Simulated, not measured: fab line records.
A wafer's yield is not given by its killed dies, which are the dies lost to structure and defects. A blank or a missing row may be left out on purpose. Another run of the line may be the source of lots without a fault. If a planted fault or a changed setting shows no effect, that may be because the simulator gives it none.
A struck lot beside a sound one	flow berkeleyCmos170	27 out of 331 route steps
Sound: these wafers, L482.1, L482.4, L482.5. Struck: wafers L490.1, L490.5. (L490.3 of the same lot was not struck and is left out.) The cause comes at the end.
Order at every step that has rows: each side's tool, ch and its chambers, its first start. Under that, the readings that differ: sound wafers	struck wafers	difference of the means	sigmas: that difference in standard deviations of wafers without a fault.
alike: same words and numbers on both sides, and readings whose means sit less than 2 such deviations apart. not compared: any withheld reading, any reading some wafer has no value for, any bound like >300 that may hide the same value, and any number with overlapping values for which the record gives no deviation.
Wherever a step has rows on one side only, a row that says differs or no value, or a row with sigmas, the two part there. Numbers that have no deviation but don't overlap get no sigmas and don't part them. Lack of a reading on every wafer of one side parts them only where that side has two or more wafers.

first, 5 steps without rows for these wafers: UCB170_M1_COAT_04 (resist thk 900 nm); UCB170_M1_SOFTBAKE_05 (time 60 s); UCB170_M1_EXPOSE_06 (exposes mask METAL1, target cd 700 nm); UCB170_M1_PEB_07; UCB170_M1_DEVELOP_08 (develop time 45 s).
UCB170_M1_CD_MEAS_09: the cd target is 700 nm.
  sound: cdSem-02 at day 8 17:53; struck: cdSem-02 at day 10 21:43
  alike: cdNm
UCB170_M1_OVL_MEAS_10:
  sound: overlay-01 at day 8 18:00; struck: overlay-02 at day 10 21:50
  alike: M1_OVL
UCB170_M1_ETCH_11: etches BARC in N2/H2.
  sound on rieDiel-02 ch 0,3, day 8 18:02; struck on rieDiel-01 ch 2,3, day 10 21:52
  alike: biasW, chamberPressureMTorr, drypumpMotorCurrentA, h2FlowSccm, oesProductAu, throttleValvePct
UCB170_M1_METAL_ETCH_12: etches Al in Cl2/BCl3, stops on PSG, target depth 780 nm, time 130 s.
  sound on rieMetal-01 ch 1, day 8 18:05; struck on rieMetal-02 ch 0,1, day 10 21:55
reading	sound	struck	difference	sigmas
drypumpMotorCurrentA (A)	5.3 5.3 5.3	6.4 6.1	+1.0	+2
throttleValvePct (%)	24.21 24.22 24.21	24.74 24.29	+0.30	+2
  alike: biasW, chamberPressureMTorr, oesProductAu
  not compared: rfHoursCounterH
UCB170_M1_STRIP_13: strips in O2.
  sound on plasmaAsher-01 ch 0,1, day 8 18:21; struck on plasmaAsher-01 ch 0,1, day 10 22:02
  alike: chamberPressureMTorr, drypumpMotorCurrentA, oesProductAu
  not compared: rfHoursCounterH
UCB170_M1_CD_MEAS_90: the cd target is 700 nm.
  sound: cdSem-02 at day 8 18:27; struck: cdSem-02 at day 10 22:08
  alike: cdNm
then, 1 step without rows for these wafers: UCB170_M1_ANNEAL_14 (time 1200 s).
UCB170_V1_CVD_00: deposits SiO2 from TEOS/O2, target thk 2000 nm, time 260.8 s.
  sound on pecvd-01 ch 0,2, day 8 20:13; struck on pecvd-02 ch 2, day 11 02:43
  alike: heaterPowerW
UCB170_V1_THK_MEAS_01:
  sound: filmMetro-04 at day 8 20:22; struck: filmMetro-01 at day 11 03:09
reading	sound	struck	difference	sigmas
V1_TEOS_THK (nm)	2086 2124 2107	1842 1856	-257	-10
  not compared: hold
UCB170_V1_CMP_02: polishes SiO2.
  sound on cmp-02 ch 1,3, day 8 20:26; struck on cmp-02 ch 1, day 11 08:27
reading	sound	struck	difference	sigmas
hold	- - -	awaitDispo/5.2h/release awaitDispo/5.2h/release	no value on the sound wafers	
  alike: headPressurePsi, motorCurrentA
UCB170_V1_BOW_MEAS_03:
  sound: filmMetro-04 at day 8 20:44; struck: filmMetro-01 at day 11 08:45
  alike: V1_BOW
UCB170_V1_THK_MEAS_04:
  sound: filmMetro-04 at day 8 20:51; struck: filmMetro-01 at day 11 09:05
reading	sound	struck	difference	sigmas
V1_POLISHED_THK (nm)	999.6 1000.5 1000.0	757.5 757.2	-242.7	-99 or more
  not compared: hold
then, 6 steps without rows for these wafers: UCB170_V1_HMDS_06 (prime time 60 s); UCB170_V1_COAT_07 (resist thk 900 nm); UCB170_V1_SOFTBAKE_08 (time 60 s); UCB170_V1_EXPOSE_09 (exposes mask VIA1, target cd 700 nm); UCB170_V1_PEB_10; UCB170_V1_DEVELOP_11 (develop time 45 s).
UCB170_V1_CD_MEAS_12: the cd target is 700 nm.
  sound: cdSem-01 at day 8 22:10; struck: cdSem-02 at day 11 15:27
  alike: cdNm
UCB170_V1_OVL_MEAS_13:
  sound: overlay-01 at day 8 22:17; struck: overlay-01 at day 11 15:34
  alike: V1_OVL
UCB170_V1_ETCH_14: etches SiO2 in CHF3/CF4/Ar, stops on Al, target depth 1250 nm, time 291 s.
  sound on rieDiel-03 ch 1,3, day 8 22:19; struck on rieDiel-03 ch 2, day 11 15:37
reading	sound	struck	difference	sigmas
oesProductAu (a.u.)	0.879 0.866 0.878	0.763 0.759	-0.113	-10
  alike: chamberPressureMTorr, drypumpMotorCurrentA, mfcArSccm, throttleValvePct
  not compared: rfHoursCounterH
UCB170_V1_STRIP_15: strips in O2.
  sound on plasmaAsher-01 ch 0,1, day 8 22:30; struck on plasmaAsher-04 ch 0,1, day 11 15:52
  alike: chamberPressureMTorr, drypumpMotorCurrentA, oesProductAu, stripTimeToEndpointS
  not compared: rfHoursCounterH

== WHERE THEY PART ==
Last at UCB170_V1_ETCH_14 as far as this record goes, first at UCB170_M1_METAL_ETCH_12. Later steps at which nothing parts them and some readings are alike: UCB170_V1_STRIP_15.

WHY: whatever the simulator had introduced
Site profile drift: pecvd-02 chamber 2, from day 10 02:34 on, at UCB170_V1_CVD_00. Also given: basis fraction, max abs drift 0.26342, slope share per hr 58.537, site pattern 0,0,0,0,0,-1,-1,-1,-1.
